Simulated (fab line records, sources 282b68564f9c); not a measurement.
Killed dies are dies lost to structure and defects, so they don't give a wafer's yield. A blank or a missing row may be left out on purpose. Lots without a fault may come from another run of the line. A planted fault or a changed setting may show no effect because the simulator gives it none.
A struck lot beside a sound one | flow rit_cmos | 17 steps out of a route of 202
Sound: wafers L260.1, L260.4, L260.5. Struck: wafers L270.4, L270.5, L270.6. The cause comes at the end.
At each step with rows: each side's tool, then ch and its chambers, then its first start. Under that, the readings that differ: sound wafers | struck wafers | difference of the means | sigmas: that difference in standard deviations of wafers without a fault.
alike: readings whose means differ by less than 2 such deviations, and words and numbers that are the same on both sides. not compared: withheld readings, readings that some wafer has no value for, bounds like >300 that may hide the same value, and numbers for which the record gives no deviation and whose values overlap.
The two part at a step that has a row with sigmas, a row that says differs or no value, or rows on one side only. Numbers that don't overlap but have no deviation are shown without sigmas and don't part them. A reading that every wafer of one side lacks parts them only if that side has two wafers or more.

first, 2 steps without rows for these wafers: RIT_NRETRO_HARDBAKE_07 (time 120 s); RIT_NRETRO_IMPLANT_08.
RIT_NRETRO_STRIP_09: strips in O2, time 180 s.
  sound on plasma_asher-04 ch 0,1, day 3 07:32; struck on plasma_asher-04 ch 0,1, day 5 06:09
  alike: drypump_motor_current_A
  not compared: rf_hours_counter_h
RIT_NRETRO_TW_MEAS_10:
  sound on film_metro-01, day 3 07:42; struck on film_metro-02, day 5 06:18
  alike: NRETRO_TW
then, 6 steps without rows for these wafers: RIT_PRETRO_HMDS_00 (prime time 60 s); RIT_PRETRO_COAT_01 (resist thk 1300 nm); RIT_PRETRO_SOFTBAKE_02 (time 60 s); RIT_PRETRO_EXPOSE_03 (exposes mask M5, target cd 43700 nm); RIT_PRETRO_PEB_04; RIT_PRETRO_DEVELOP_05 (develop time 68 s).
RIT_PRETRO_OVL_MEAS_06:
  sound on overlay-02, day 3 08:55; struck on overlay-02, day 5 07:26
  alike: PRETRO_OVL
then, 1 step without rows for these wafers: RIT_PRETRO_HARDBAKE_07 (time 120 s).
RIT_PRETRO_IMPLANT_08:
  sound on implanter-02 ch 0, day 3 09:11; struck on implanter-02 ch 0, day 5 07:46
  reading            | sound                            | struck                           | difference  | sigmas
  dose_ions_cm2      | 1.1996e+13 1.2006e+13 1.2013e+13 | 1.6303e+13 1.6317e+13 1.6296e+13 | +4.3003e+12 | +99 or more
  faraday_current_uA | 38.8 37.6 37.4                   | 52.4 53.0 51.0                   | +14.2       | +19
  alike: beam_energy_keV, beam_on_s
RIT_PRETRO_STRIP_09: strips in O2, time 180 s.
  sound on plasma_asher-04 ch 1, day 3 09:20; struck on plasma_asher-03 ch 0,1, day 5 07:54
  alike: drypump_motor_current_A
  not compared: rf_hours_counter_h
RIT_PRETRO_TW_MEAS_10:
  sound on film_metro-03, day 3 09:31; struck on film_metro-02, day 5 08:03
  reading   | sound       | struck      | difference | sigmas
  PRETRO_TW | 481 480 480 | 522 522 524 | +42        | +10
then, 1 step without rows for these wafers: RIT_GATE_WET_ETCH_00 (etches SiO2 in BOE, target depth 56 nm, time 60 s).
RIT_M1_PROBE_99:
  sound on prober-02, day 4 13:40; struck on prober-02, day 6 13:56
  reading                                    | sound                | struck               | difference | sigmas
  model.etest.nmos_0p3.r_on_ohm_um           | 2150 2145 2110       | 2333 2298 2298       | +175       |
  model.etest.nmos_turned.drive_ua_um        | 309.2 322.3 323.4    | 271.1 278.6 275.1    | -43.4      |
  model.etest.nmos_0p15.drive_ua_um          | 448.7 457.6 465.7    | 408.7 413.6 410.9    | -46.3      |
  model.etest.nmos_0p3.drive_ua_um           | 230.1 234.1 231.2    | 196.8 197.1 194.7    | -35.6      |
  model.etest.nmos_narrow.drive_ua_um        | 226.3 231.9 230      | 197 200 197.1        | -31        |
  model.etest.nmos_0p15.off_log10_a_um       | -10.58 -10.48 -10.37 | -11.5 -11.49 -11.31  | -1.0       |
  model.etest.retro_edge_nmos.off_log10_a_um | -10.64 -10.32 -10.17 | -11.28 -11.32 -11.32 | -0.93      |
  alike: killed_at_contacts, killed_at_front_end, killed_dies, killed_open, killed_short
  not compared: model.etest.nmos_0p15.r_on_ohm_um

WHERE THEY PART
First at RIT_PRETRO_IMPLANT_08; last, within this record, at RIT_PRETRO_TW_MEAS_10. Later steps at which nothing parts them and some readings are alike: RIT_M1_PROBE_99.

WHY: what the simulator had put in
Process parameter drift: implanter-02, from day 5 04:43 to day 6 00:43, at RIT_PRETRO_IMPLANT_08. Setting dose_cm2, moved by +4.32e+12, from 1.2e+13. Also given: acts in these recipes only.
